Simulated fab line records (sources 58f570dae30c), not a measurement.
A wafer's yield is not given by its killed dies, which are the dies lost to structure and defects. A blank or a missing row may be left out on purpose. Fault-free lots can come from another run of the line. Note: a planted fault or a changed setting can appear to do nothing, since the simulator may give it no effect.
One fault through the eyes of 2 desks | flow berkeley cmos170 | each desk holds nothing but its own numbers, with what lay behind them at the end

== DESK OF THE TOOL OWNER: cmp-01 ==
The tool's own readings at UCB170_V1_CMP_02 (polishes SiO2): means of the sampled wafers that have a number, for each lot that ran on this tool. The brackets show how far a lot's mean lies from the usual mean; more than 4 standard deviations puts the lot out of limits, marked OUT.
Columns: A = motor current A at UCB170_V1_CMP_02, usual 16.4 A
lot  | first seen here | A
L398 | day 8 03:53     | 18.1
L399 | day 8 10:43     | 16.4
L400 | day 8 10:52     | 16.7
L401 | day 9 01:16     | 17.0
Finding of this desk: none of the 4 lots has anything out of limits.

== THE METROLOGY DESK ==
What the gauges read, lot by lot, whatever tool the lot ran on: means of the sampled wafers that have a number. The brackets show how far a lot's mean lies from the usual mean; more than 4 standard deviations puts the lot out of limits, marked OUT.
Columns: A = PSD_OVL at UCB170_PSD_OVL_MEAS_07, usual 2 nm; B = NSD_OVL at UCB170_NSD_OVL_MEAS_07, usual 4 nm; C = SILICIDE_TI_RS at UCB170_SILICIDE_RS_MEAS_02, usual 26.3 ohm/sq; D = V1_POLISHED_THK at UCB170_V1_THK_MEAS_04, usual 1000.0 nm
lot  | first seen here | A  | B  | C    | D
L393 | day 6 16:41     | 4  | 4  | 26.3 | 1000.0
L395 | day 6 16:54     | 12 | 4  | 26.5 | 1000.8
L394 | day 6 17:11     | 10 | 2  | 26.6 | 1001.5
L396 | day 7 01:04     | -2 | 2  | 26.0 | 998.9
L398 | day 7 11:20     | -3 | -5 | 26.6 | 999.5
L397 | day 7 11:38     | 7  | 2  | 26.7 | 999.8
L400 | day 7 17:06     | -1 | 0  | 26.5 | 973.7 (-24) OUT
L399 | day 7 17:26     | 4  | 12 | 26.3 | 975.4 (-22) OUT
L401 | day 8 08:56     | 6  | 12 | 26.1 | 974.8 (-23) OUT
L405 | day 8 14:02     | -1 | 3  | 26.5 | 999.7
L406 | day 9 12:52     | -1 | 5  | 26.4 | 1000.2
L407 | day 9 17:16     | 3  | 2  | 25.8 | 1000.7
L409 | day 10 01:14    | -3 | 10 | 26.5 | 1000.2
L410 | day 10 01:29    | 6  | 3  | 26.0 | 999.3
L416 | day 11 03:19    | 4  | 8  | 26.4 | 1000.4
This desk's finding: out of limits on L399, L400, L401; first on L399, day 8 11:00 (V1_POLISHED_THK at UCB170_V1_THK_MEAS_04). L393, L395, L394, L396, L398, L397, L405, L406, L407, L409, L410, L416: within limits.

== ALL TOGETHER ==
The metrology desk could have raised an alarm at day 8 11:00, on L399, L400, L401.
The desk of the tool owner found nothing out of limits.
The tool owner's desk has L399, L400, L401 on record, within its limits.
Every lot named ran UCB170_V1_CMP_02 on cmp-01.

== WHAT HAD BEEN PUT IN BY THE SIMULATOR ==
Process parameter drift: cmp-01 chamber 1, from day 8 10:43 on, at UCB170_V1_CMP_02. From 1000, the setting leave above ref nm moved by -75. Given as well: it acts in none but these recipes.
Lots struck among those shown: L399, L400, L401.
Delay in hours, fault start to first out-of-limits reading, per desk: metrology desk 0.
